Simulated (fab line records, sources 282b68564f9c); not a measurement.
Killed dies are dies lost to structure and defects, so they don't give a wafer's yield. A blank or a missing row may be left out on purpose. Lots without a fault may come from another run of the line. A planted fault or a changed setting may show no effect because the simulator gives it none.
A struck lot beside a sound one | flow rit_cmos | 29 steps out of a route of 202
Sound: wafers L701.1, L701.3, L701.5. Struck: wafer L699.6. (L699.3, L699.4 of the same lot were not struck and are left out.) The cause comes at the end.
At each step with rows: each side's tool, then ch and its chambers, then its first start. Under that, the readings that differ: sound wafers | struck wafers | difference of the means | sigmas: that difference in standard deviations of wafers without a fault.
alike: readings whose means differ by less than 2 such deviations, and words and numbers that are the same on both sides. not compared: withheld readings, readings that some wafer has no value for, bounds like >300 that may hide the same value, and numbers for which the record gives no deviation and whose values overlap.
The two part at a step that has a row with sigmas, a row that says differs or no value, or rows on one side only. Numbers that don't overlap but have no deviation are shown without sigmas and don't part them. A reading that every wafer of one side lacks parts them only if that side has two wafers or more.

first, 6 steps without rows for these wafers: RIT_SDANNEAL_RTA_03 (time 5 s); RIT_SILICIDE_WET_ETCH_00 (etches SiO2 in BOE, target depth 14 nm, time 15 s); RIT_SILICIDE_SPUTTER_01 (material Ti, target thk 30 nm, time 240 s); RIT_SILICIDE_RTA_04 (time 10 s, ramp up 5 s, ramp down 5 s); RIT_SILICIDE_WET_ETCH_05 (etches Ti in SPM, time 120 s); RIT_SILICIDE_RTA_06 (time 10 s, ramp up 5 s, ramp down 10 s).
RIT_CONTACT_CVD_00: deposits SiO2 from TEOS, target thk 400 nm, time 61 s.
  sound on pecvd-02 ch 0,2, day 6 21:42; struck on pecvd-03 ch 0, day 6 14:18
  reading                                  | sound             | struck | difference | sigmas
  run_length_s (s)                         | 88.9 88.7 89.3    | 95.6   | +6.6       | +13
  model.SiO2_of_CONTACT_CVD_00.thk_nm (nm) | 396.4 396.9 401.9 | 447.1  | +48.7      |
  alike: heater_power_w
  not compared: since_wet_clean_h
RIT_CONTACT_THK_MEAS_01:
  sound on film_metro-04, day 6 21:45; struck on film_metro-03, day 6 14:35
  reading               | sound       | struck | difference | sigmas
  CONTACT_TEOS_THK (nm) | 396 397 402 | 447    | +49        | +9
  not compared: hold
then, 6 steps without rows for these wafers: RIT_CONTACT_COAT_03 (resist thk 1000 nm); RIT_CONTACT_SOFTBAKE_04 (time 60 s); RIT_CONTACT_EXPOSE_05 (exposes mask M11, target cd 1000 nm); RIT_CONTACT_PEB_06; RIT_CONTACT_DEVELOP_07 (develop time 120 s); RIT_CONTACT_HARDBAKE_10 (time 60 s).
RIT_CONTACT_ETCH_11: etches SiO2 in CHF3/CF4/Ar, stops on TiSi2, target depth 480 nm, time 320 s.
  sound on rie_diel-01 ch 1,2, day 6 23:05; struck on rie_diel-04 ch 3, day 6 19:50
  reading                             | sound             | struck | difference | sigmas
  throttle_valve_pct (%)              | 8.67 8.93 8.66    | 9.01   | +0.26      | +2
  model.CONTACT.feature_depth_nm (nm) | 396.4 396.9 401.9 | 447.1  | +48.7      |
  model.etch.depth_nm (nm)            | 396.4 396.9 401.9 | 447.1  | +48.7      |
  alike: drypump_motor_current_A, oes_product_au
  not compared: rf_hours_counter_h
then, 11 steps without rows for these wafers: RIT_CONTACT_STRIP_12 (strips in O2, time 180 s); RIT_CONTACT_CLEAN_13 (cleans in SC1, time 600 s); RIT_CONTACT_CLEAN_14 (cleans in SC2, time 600 s); RIT_M1_SPUTTER_00 (material Al, target thk 400 nm, time 500 s); RIT_M1_HMDS_03 (prime time 60 s); RIT_M1_COAT_04 (resist thk 1300 nm); RIT_M1_SOFTBAKE_05 (time 60 s); RIT_M1_EXPOSE_06 (exposes mask M12, target cd 2600 nm); RIT_M1_PEB_07; RIT_M1_DEVELOP_08 (develop time 68 s); RIT_M1_HARDBAKE_11 (time 120 s).
RIT_M1_METAL_ETCH_12: etches Al in Cl2/BCl3, stops on SiO2, time 165 s, target depth 600 nm.
  sound on rie_metal-01 ch 0,1, day 7 01:59; struck on rie_metal-04 ch 0, day 6 22:41
  reading                                  | sound             | struck | difference | sigmas
  oes_product_au (a.u.)                    | 0.780 0.770 0.765 | 0.799  | +0.027     | +2
  model.SiO2_of_CONTACT_CVD_00.thk_nm (nm) | 360.4 359.6 364.6 | 409.9  | +48.4      |
  alike: drypump_motor_current_A, throttle_valve_pct
  not compared: rf_hours_counter_h
then, 1 step without rows for these wafers: RIT_M1_STRIP_13 (strips in nmp, time 600 s).
RIT_M1_PROBE_99:
  the record has rows for the struck wafers here (prober-02, day 7 01:18) and none for the sound ones

WHERE THEY PART
First at RIT_CONTACT_CVD_00; last, within this record, at RIT_M1_PROBE_99.

WHY: what the simulator had put in
Process parameter drift: pecvd-03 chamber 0, from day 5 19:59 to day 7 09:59, at RIT_CONTACT_CVD_00. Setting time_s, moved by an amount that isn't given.
